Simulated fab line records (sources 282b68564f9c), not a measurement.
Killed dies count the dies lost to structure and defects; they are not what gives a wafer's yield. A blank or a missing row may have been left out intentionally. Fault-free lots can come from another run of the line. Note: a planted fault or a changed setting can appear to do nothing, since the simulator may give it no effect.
fab line records ; flow rit_cmos
record: lots: 5; wafers: 15; last_day: 8
route steps=202 shown PLDD@122 SPACER@125 NSD@131 M1@202
lots with no fault: from the same line, run without faults
start_h: the number of hours between the record's first day and the start of the first shown wafer of the lot ; wait_h: how many hours have passed since the lot's step before this one ; " the same as in the row above ; L1.1+2: a row that stands for several wafers ; - no value present, or no start provided ; * or withheld: withheld ; < > ~ a bound
route shown NAME@n: NAME is a module with steps in the file, n the number in the route of the first one ; usual: average and standard deviation across the fault-free wafers ; same: alike in all rows ; chamber/n: place in a boat ; sites: each site's reading ; _std_site: standard deviation of those values ; _edge_site: inner sites' mean taken away from outer sites' mean ; radius_mm: for every site, how far away it sits from the centre of the wafer ; mask NAME#n: copy n ; behind: tool/chamber where the wafer was last shaped ; hold: the reason the lot was held/the length of the hold in hours/how it ended ; device: transistor that didn't switch, given as n, p or np ; end of line: at the end of the route, the tests of the same wafers ; where a step has no rows: the recipe by itself ; killed: dies lost to structure and defects at the first sort, not the wafer's yield ; map: a wafer's dies, x killed, . not, _ none there
set.NAME: the run value of the setting; set.NAME@STEP: its run value at that earlier step ; model.NAME: the simulator's own value behind a step, which no gauge read
lots seen at some steps along the route; tables by step, rows by wafer
services: from which hour (start_h, from the record's first day; less than 0 if before it) a tool's chamber was out of use, for how many hours, and why
== steps ==
step: RIT_PLDD_IMPLANT_08
recipe: species: BF2; energy_kev: 20; dose_cm2: 9e+14; tilt_deg: 7
step: RIT_PLDD_STRIP_09
recipe: chemistry: O2; time_s: 180; resist: NOVOLAK; platen_temp_c: withheld; power_w: 500; pressure_mtorr: 4000; o2_flow_sccm: 4000
usual: drypump_motor_current_A: 5.7/0.46
lot.wafer;tool;chamber;start_h;wait_h;drypump_motor_current_A;rf_hours_counter_h
L708.1;plasma_asher-04;0;62.24;0.1;6.2;41
L708.3;plasma_asher-04;1;62.24;0.1;6.3;-
L708.4;plasma_asher-04;0;62.24;0.1;6.2;-
L709.3;plasma_asher-02;1;75.71;0.1;5.6;-
L709.4;plasma_asher-02;0;75.71;0.1;5.5;-
L709.5;plasma_asher-02;0;75.71;0.1;5.5;-
L720.4;plasma_asher-01;1;122.35;0.1;5.0;-
L720.5;plasma_asher-01;0;122.35;0.1;5.5;-
L720.6;plasma_asher-01;1;122.35;0.1;5.0;-
L725.2;plasma_asher-01;1;153.56;0.1;5.0;36
L725.5;plasma_asher-01;1;153.56;0.1;5.0;-
L725.6;plasma_asher-01;0;153.56;0.1;5.6;-
L727.1;plasma_asher-04;0;168.41;0.1;6.1;52
L727.2;plasma_asher-04;1;168.41;0.1;6.3;52
L727.3;plasma_asher-04;1;168.41;0.1;6.3;-
step: RIT_PLDD_TW_MEAS_10
usual: PLDD_TW: 2349/23
lot.wafer;tool;chamber;start_h;wait_h;PLDD_TW
L708.1;film_metro-03;-;62.41;0.1;2375
L708.3;film_metro-03;-;62.41;0.1;2367
L708.4;film_metro-03;-;62.41;0.1;2382
L709.3;film_metro-04;-;75.84;0.1;2321
L709.4;film_metro-04;-;75.84;0.1;2325
L709.5;film_metro-04;-;75.84;0.1;2307
L720.4;film_metro-03;-;122.50;0.1;2375
L720.5;film_metro-03;-;122.50;0.1;2372
L720.6;film_metro-03;-;122.50;0.1;2365
L725.2;film_metro-01;-;153.75;0.1;2333
L725.5;film_metro-01;-;153.75;0.1;2347
L725.6;film_metro-01;-;153.75;0.1;2346
L727.1;film_metro-01;-;168.58;0.1;2344
L727.2;film_metro-01;-;168.58;0.1;2332
L727.3;film_metro-01;-;168.58;0.1;2324
step: RIT_SPACER_CLEAN_00
recipe: chemistry: SC1; mix: 3:3:50; time_s: 600; temp_c: 75
step: RIT_SPACER_CLEAN_01
recipe: chemistry: dHF; dilution: 50:1; time_s: 30
step: RIT_SPACER_CLEAN_02
recipe: chemistry: SC2; mix: 3:3:50; time_s: 600; temp_c: 75; dry: n2_spin
step: RIT_SPACER_CVD_03
recipe: material: Si3N4; target_thk_nm: 250; temp_c: 810; precursor: SiH2Cl2/NH3; time_s: 3300; pressure_mtorr: 300; sih2cl2_flow_sccm: 60; nh3_flow_sccm: 150
step: RIT_SPACER_THK_MEAS_04
recipe: reads: Si3N4_of_SPACER_CVD_03
usual: SPACER_NITRIDE_THK: 249.4/2.3
lot.wafer;tool;chamber;start_h;wait_h;SPACER_NITRIDE_THK[nm]
L708.1;film_metro-03;-;65.45;0.0;252.3
L708.3;film_metro-03;-;65.45;0.0;252.5
L708.4;film_metro-03;-;65.45;0.0;250.6
L709.3;film_metro-02;-;78.85;0.0;243.4
L709.4;film_metro-02;-;78.85;0.0;245.9
L709.5;film_metro-02;-;78.85;0.0;245.7
L720.4;film_metro-02;-;124.84;0.0;249.2
L720.5;film_metro-02;-;124.84;0.0;248.8
L720.6;film_metro-02;-;124.84;0.0;248.5
L725.2;film_metro-03;-;156.09;0.0;250.7
L725.5;film_metro-03;-;156.09;0.0;250.3
L725.6;film_metro-03;-;156.09;0.0;250.9
L727.1;film_metro-01;-;172.02;0.0;250.0
L727.2;film_metro-01;-;172.02;0.0;247.8
L727.3;film_metro-01;-;172.02;0.0;249.1
step: RIT_SPACER_ETCHBACK_05
recipe: target_depth_a: 2500; SF6_flow_sccm: 30; CHF3_flow_sccm: 30; target: Si3N4; chemistry: SF6/CHF3; pressure_mtorr: 40; rf_w: 250; time_s: 240; stop_on: SiO2
usual: drypump_motor_current_A: 5.9/0.49; oes_product_au: 0.841/0.013; throttle_valve_pct: 10.32/0.11
lot.wafer;tool;chamber;start_h;wait_h;drypump_motor_current_A;oes_product_au;rf_hours_counter_h;throttle_valve_pct
L708.1;rie_diel-03;2;65.51;0.1;6.5;0.850;66;10.33
L708.3;rie_diel-03;3;65.51;0.1;4.9;0.850;140;10.23
L708.4;rie_diel-03;0;65.51;0.1;5.8;0.844;61;10.44
L709.3;rie_diel-03;3;78.89;0.0;4.9;0.826;140;10.23
L709.4;rie_diel-03;0;78.89;0.0;5.9;0.823;61;10.43
L709.5;rie_diel-03;2;78.89;0.0;6.5;0.843;-;10.31
L720.4;rie_diel-03;2;124.87;0.0;6.6;0.842;66;10.31
L720.5;rie_diel-03;0;124.87;0.0;5.9;0.837;-;10.44
L720.6;rie_diel-03;3;124.87;0.0;4.9;0.845;-;10.22
L725.2;rie_diel-03;1;156.14;0.0;6.2;0.830;118;10.53
L725.5;rie_diel-03;1;156.14;0.0;6.2;0.822;-;10.51
L725.6;rie_diel-03;2;156.14;0.0;6.6;0.841;-;10.33
L727.1;rie_diel-03;3;172.08;0.1;4.8;0.838;142;10.23
L727.2;rie_diel-03;1;172.08;0.1;6.2;0.814;118;10.51
L727.3;rie_diel-03;0;172.08;0.1;5.9;0.831;62;10.44
step: RIT_NSD_HMDS_00
recipe: prime_time_s: 60; prime_temp_c: 140
step: RIT_NSD_COAT_01
recipe: resist: NOVOLAK; spin_rpm: 3250; resist_thk_nm: 1000
step: RIT_NSD_SOFTBAKE_02
recipe: resist: NOVOLAK; temp_c: 90; time_s: 60
step: RIT_NSD_EXPOSE_03
recipe: mask_id: M9; na: 0.57; target_cd_nm: 40700; dose_mj: 250
usual: exposure_dose_mJ_cm2: 250.02/0.24; reticle_temp_C: 23.01/0.11
lot.wafer;tool;chamber;start_h;wait_h;mask;exposure_dose_mJ_cm2;reticle_temp_C
L708.1;iline_stepper-02;0;66.11;0.1;M9#0;250.13;22.73
L708.3;iline_stepper-02;0;66.11;0.1;M9#0;250.30;22.93
L708.4;iline_stepper-02;0;66.11;0.1;M9#0;249.84;23.00
L709.3;iline_stepper-02;0;80.08;0.2;M9_R1#0;250.28;22.76
L709.4;iline_stepper-02;0;80.08;0.2;M9_R1#0;249.58;22.85
L709.5;iline_stepper-02;0;80.08;0.2;M9_R1#0;249.71;22.86
L720.4;iline_stepper-02;0;125.65;0.2;M9#0;250.30;22.96
L720.5;iline_stepper-02;0;125.65;0.2;M9#0;249.88;23.04
L720.6;iline_stepper-02;0;125.65;0.2;M9#0;250.40;23.07
L725.2;iline_stepper-02;0;156.76;0.1;M9#0;249.86;23.15
L725.5;iline_stepper-02;0;156.76;0.1;M9#0;250.06;23.05
L725.6;iline_stepper-02;0;156.76;0.1;M9#0;250.06;23.15
L727.1;iline_stepper-01;0;172.80;0.2;M9#0;249.76;23.09
L727.2;iline_stepper-01;0;172.80;0.2;M9#0;249.80;22.89
L727.3;iline_stepper-01;0;172.80;0.2;M9#0;249.76;22.95
step: RIT_NSD_PEB_04
recipe: resist: NOVOLAK; temp_c: withheld; time_s: withheld
step: RIT_M1_PROBE_99
usual: killed_at_contacts: 0.0/0.2; killed_at_front_end: 7/3; killed_dies: 7/3; killed_open: 3.4/1.8; killed_short: 3.8/2.1
same: gross_dies: 264; killed_at_M0_to_M3: 0; killed_at_M4_up: 0; killed_at_back_side: 0; killed_at_other: 0
lot.wafer;tool;chamber;start_h;wait_h;killed_at_contacts;killed_at_front_end;killed_dies;killed_open;killed_short
L708.1;prober-02;-;77.21;0.1;0;9;9;6;3
L708.3;prober-02;-;77.31;0.2;0;8;8;5;3
L708.4;prober-02;-;77.36;0.2;0;11;11;5;6
L720.4;prober-01;-;135.79;0.2;0;7;7;3;4
L720.5;prober-01;-;135.84;0.2;0;4;4;2;2
L720.6;prober-01;-;135.89;0.2;0;3;3;0;3
killed by level:class
L708.1 GATE:geometric_particle:open=4 GATE:geometric_particle:short=1 REOX:geometric_particle:open=1 SPACER:geometric_particle:open=1 SPACER:geometric_particle:short=1 SILICIDE:geometric_particle:short=1
L708.3 FOX2:geometric_particle:open=2 SPACER:geometric_particle:open=2 FOX1:geometric_particle:short=1 REOX:geometric_particle:open=1 SPACER:geometric_particle:short=1 SILICIDE:geometric_particle:short=1
L708.4 REOX:geometric_particle:short=3 GATE:geometric_particle:open=2 FOX1:geometric_particle:short=1 FOX2:geometric_particle:open=1 FOX2:geometric_particle:short=1 REOX:geometric_particle:open=1 SPACER:geometric_particle:short=1 SPACER:geometric_particle:open=1
L720.4 GATE:geometric_particle:short=2 FOX1:geometric_particle:open=1 FOX2:geometric_particle:short=1 GATE:geometric_particle:open=1 SILICIDE:geometric_particle:short=1 SILICIDE:geometric_particle:open=1
L720.5 FOX2:geometric_particle:short=1 REOX:geometric_particle:open=1 SPACER:geometric_particle:short=1 SILICIDE:geometric_particle:open=1
L720.6 FOX1:geometric_particle:short=2 REOX:geometric_particle:short=1
== services ==
tool;chamber;start_h;hours;kind
iline_stepper-01;0;51.18;-;calibration
iline_stepper-01;-;76.63;1.7;pm
plasma_asher-04;-;78.88;2.8;pm
rie_diel-03;0;86.65;18.1;repair
iline_stepper-02;-;110.73;1.7;repair
plasma_asher-01;-;136.21;0.6;repair
== key ==
first_sign: step: RIT_NSD_EXPOSE_03; reading: mask; direction: changed
effect none on later readings
met_at RIT_NSD_EXPOSE_03
struck_wafers L709.3,L709.4,L709.5
tester_left_out L709
onset_between 66.11 80.08
fault: kind: wrong_mask; tool: any; chamber: -; onset_h: 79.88; steps: RIT_NSD_EXPOSE_03; aux_copy: M9_R1#0; cd_offset_nm: -220; scope: struck_lots_only
tester_left_out: of these lots the tester's yield and bins aren't shown, on N5 and GAA mostly nor the transistor test; their killed dies are dies lost to structure and defects alone, not to doping, threshold or leakage, so they don't give the yield
